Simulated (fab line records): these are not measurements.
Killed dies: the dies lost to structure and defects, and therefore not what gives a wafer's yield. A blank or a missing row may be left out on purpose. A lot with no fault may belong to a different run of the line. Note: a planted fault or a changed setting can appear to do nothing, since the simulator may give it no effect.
What tool caused it? ; flow ritCmos ; 45 wafers from 15 lots sampled at 5 of the route's 202 steps

== WHAT THE GAUGES READ, wafer by wafer ==
RIT_ACTIVE_THK_MEAS_02. Usual: for ACTIVE_OXIDE_THK the level is 47.1 nm and the standard deviation is 0.97.
lot;measured;on;ACTIVE_OXIDE_THK (nm);flag
L460;day 1 12:04;filmMetro-01;45.7 45.3 45.9;
L461;day 1 17:05;filmMetro-04;45.8 46.3 45.9;
L463;day 2 03:04;filmMetro-02;48.8 47.6 47.6;
L464;day 2 08:03;filmMetro-02;48.4 48.2 48.1;
L466;day 2 18:03;filmMetro-04;47.9 48.4 48.3;
L467;day 2 23:04;filmMetro-01;47.8 47.5 47.8;
L468;day 3 04:04;filmMetro-04;45.9 46.9 47.4;
L471;day 3 19:04;filmMetro-02;47.2 46.8 47.4;
L472;day 4 00:04;filmMetro-01;47.5 47.7 47.5;
L474;day 4 11:02;filmMetro-01;53.8 53.5 53.9 53.8 53.4 54.0;OFF
L475;day 4 15:04;filmMetro-02;47.2 48.0 48.0;
L476;day 4 20:04;filmMetro-01;55.5 55.1 55.9 55.5 55.1 55.9;OFF
L478;day 5 06:04;filmMetro-04;53.9 53.8 53.2 53.9 53.8 53.2;OFF
L481;day 5 21:04;filmMetro-02;46.2 46.8 46.9;
L482;day 6 02:03;filmMetro-01;46.0 46.6 46.0;

RIT_WELLDRIVE_RS_MEAS_02: the measuring method here is four-point-probe. Usual: for PWELL_RS the level is 429.7 ohm/sq and the standard deviation is 1.2.
lot;measured;on;PWELL_RS (ohm/sq);flag
L460;day 2 03:39;filmMetro-02;429.3 428.4 428.6;
L461;day 2 10:17;filmMetro-03;428.2 429.1 428.4;
L463;day 2 20:50;filmMetro-02;430.5 428.4 430.8;
L464;day 3 00:29;filmMetro-04;431.1 430.7 430.2;
L466;day 3 09:41;filmMetro-04;433.1 432.1 432.0;
L467;day 3 15:35;filmMetro-02;429.5 428.9 429.7;
L468;day 3 20:42;filmMetro-02;430.5 431.5 431.2;
L471;day 4 10:46;filmMetro-02;428.8 427.9 427.6;
L472;day 4 16:34;filmMetro-03;429.6 429.9 428.9;
L474;day 5 11:38;filmMetro-03;428.2 430.2 429.0;
L475;day 5 06:53;filmMetro-04;429.7 430.1 430.9;
L481;day 6 13:40;filmMetro-02;429.0 428.5 430.3;
L482;day 6 18:44;filmMetro-03;429.1 427.8 429.9;

RIT_PSD_TW_MEAS_10. Usual: for PSD_TW the level is 3425 and the standard deviation is 20.
lot;measured;on;PSD_TW;flag
L460;day 3 00:22;filmMetro-01;3403 3421 3412;
L461;day 3 06:33;filmMetro-01;3397 3396 3407;
L463;day 3 17:19;filmMetro-02;3450 3452 3458;
L464;day 3 21:16;filmMetro-01;3399 3418 3393;
L466;day 4 06:07;filmMetro-02;3421 3431 3425;
L467;day 4 12:07;filmMetro-02;3443 3434 3426;
L468;day 4 17:52;filmMetro-02;3426 3432 3423;
L471;day 5 06:58;filmMetro-01;3407 3422 3406;
L472;day 5 12:55;filmMetro-04;3444 3444 3445;
L474;day 6 19:17;filmMetro-01;3390 3418 3402;
L475;day 6 04:19;filmMetro-02;3447 3432 3436;
L481;day 7 09:40;filmMetro-01;3432 3423 3403;
L482;day 7 14:32;filmMetro-01;3430 3418 3423;

== EACH LOT AND THE TOOL THAT RAN IT (in order: tool; ch and the chambers of the sampled wafers; start) ==
lot;RIT_ACTIVE_OXIDATION_01;RIT_PWELL_STRIP_09
L460;furnace-04 ch 0, day 1 10:07;plasmaAsher-02 ch 0,1, day 1 22:14
L461;furnace-04 ch 0, day 1 15:07;plasmaAsher-04 ch 0,1, day 2 04:50
L463;furnace-01 ch 0, day 2 01:07;plasmaAsher-02 ch 0,1, day 2 15:25
L464;furnace-02 ch 0, day 2 06:07;plasmaAsher-02 ch 0,1, day 2 19:01
L466;furnace-02 ch 0, day 2 16:07;plasmaAsher-04 ch 0,1, day 3 04:14
L467;furnace-01 ch 0, day 2 21:07;plasmaAsher-01 ch 0, day 3 10:08
L468;furnace-04 ch 0, day 3 02:07;plasmaAsher-01 ch 0,1, day 3 14:46
L471;furnace-04 ch 0, day 3 17:07;plasmaAsher-04 ch 0,1, day 4 05:18
L472;furnace-01 ch 0, day 3 22:07;plasmaAsher-01 ch 1, day 4 11:06
L474;furnace-01 ch 0, day 4 09:05;plasmaAsher-04 ch 0,1, day 5 06:13
L475;furnace-02 ch 0, day 4 13:07;plasmaAsher-04 ch 0,1, day 5 01:25
L476;furnace-01 ch 0, day 4 18:07;-
L478;furnace-01 ch 0, day 5 04:07;-
L481;furnace-04 ch 0, day 5 19:07;plasmaAsher-04 ch 0,1, day 6 07:49
L482;furnace-04 ch 0, day 6 00:07;plasmaAsher-04 ch 0,1, day 6 13:09
- RIT_ACTIVE_OXIDATION_01: target thk 46.8 nm, ox time 3360 s.
- RIT_PWELL_STRIP_09: strips in O2, time 180 s.

== AS READ BY THE TOOLS THEMSELVES (means over the sampled wafers that have a number; for cases with no such wafer, the mark the record gives instead) ==
RIT_ACTIVE_OXIDATION_01. Usual: spikeTcCentreC 1002.5 C, standard deviation 1.1; spikeTcLoadC 1029.7 C, standard deviation 1.4; spikeTcSourceC 1025.2 C, standard deviation 1.5; tubeCenterTempC 1000 C, standard deviation 0.086; tube_center_temp_C_max 1002.6, standard deviation 0.44; zonePowerLoadPct 35 %, standard deviation 3.7.
lot;tool;spikeTcCentreC (C);spikeTcLoadC (C);spikeTcSourceC (C);tubeCenterTempC (C);tube_center_temp_C_max;zonePowerLoadPct (%);flag
L460;furnace-04;1002.2;1030.4;1025.2;1000;1002.9;32;
L461;furnace-04;1001.7;1030.4;1025.9;1000;1002.3;32;
L463;furnace-01;1001.3;1030.0;1025.9;1000;1002.9;35;
L464;furnace-02;1004.1;1027.9;1023.7;1000;1003.2;41;
L466;furnace-02;1002.6;1027.9;1022.8;1000;1002.4;40;
L467;furnace-01;1001.8;1028.8;1027.6;1000;1002.7;35;
L468;furnace-04;1001.9;1030.6;1025.0;1000;1002.6;32;
L471;furnace-04;1002.5;1031.2;1025.7;1000;1002.7;31;
L472;furnace-01;1002.7;1029.2;1027.1;1000;1002.8;35;
L474;furnace-01;1016.2;1044.7;1040.8;1015;1017.6;36;OFF
L475;furnace-02;1003.5;1028.3;1023.3;1000;1003.0;40;
L476;furnace-01;1016.6;1044.9;1041.3;1015;1017.5;36;OFF
L478;furnace-01;1016.8;1044.4;1041.3;1015;1017.7;36;OFF
L481;furnace-04;1002.3;1030.2;1026.0;1000;1002.5;31;
L482;furnace-04;1002.8;1031.2;1025.2;1000;1002.6;31;

RIT_PWELL_STRIP_09. Usual: 5.4 A for drypumpMotorCurrentA, sd 0.6.
lot;tool;drypumpMotorCurrentA (A);flag
L460;plasmaAsher-02;5.7;
L461;plasmaAsher-04;5.4;
L463;plasmaAsher-02;6.1;
L464;plasmaAsher-02;6.2;
L466;plasmaAsher-04;5.0;
L467;plasmaAsher-01;5.2;
L468;plasmaAsher-01;5.3;
L471;plasmaAsher-04;5.4;
L472;plasmaAsher-01;5.3;
L474;plasmaAsher-04;5.4;
L475;plasmaAsher-04;5.0;
L481;plasmaAsher-04;5.0;
L482;plasmaAsher-04;5.0;

== THE ANSWER, worked out from the rows above alone ==
Rule: a lot counts as off when the mean over its wafers that have a number is more than 3 standard deviations away from the usual mean. Also off: a lot with no number at a reading for which 4 or more lots have one. Any other lot the step has rows for is counted as sound. After the gauges, taken in route order, come the tools' own readings; for these a lot's mean is taken, as printed above. The first step at which some lot is off is used, and at that step the reading that is off furthest; a lot without a number counts as furthest.
Off: L474, L476, L478, seen at RIT_ACTIVE_THK_MEAS_02 (ACTIVE_OXIDE_THK).
A tool fits if, at a process step before that reading, it ran every lot that is off, and no sound lot after the first of them. The gauges at RIT_ACTIVE_THK_MEAS_02 aren't tried: what is off there is off at RIT_ACTIVE_OXIDATION_01 too, on other tools, and a gauge's error can't cause that. One fits: furnace-01 at RIT_ACTIVE_OXIDATION_01. A fault onset in the window from L472 (day 3 22:07, its last sound lot) to L474 (day 4 09:05, its first lot off) fits.
The tool's own readings at RIT_ACTIVE_OXIDATION_01 bear it out: on the lots that are off they differ by more than 5 times the standard deviation of the sound lots' means. spikeTcCentreC reads 1016.5 C there against 1002.5 C on the sound lots; spikeTcLoadC reads 1044.7 C there against 1029.7 C on the sound lots; spikeTcSourceC reads 1041.1 C there against 1025.3 C on the sound lots; tubeCenterTempC reads 1015 C there against 1000 C on the sound lots; tube_center_temp_C_max reads 1017.6 there against 1002.7 on the sound lots.

== WHAT WAS PUT IN BY THE SIMULATOR ==
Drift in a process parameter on furnace-01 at RIT_ACTIVE_OXIDATION_01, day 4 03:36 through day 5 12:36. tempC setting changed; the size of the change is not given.
Shown lots that were struck: L474, L476, L478. The same result came from the rule above.
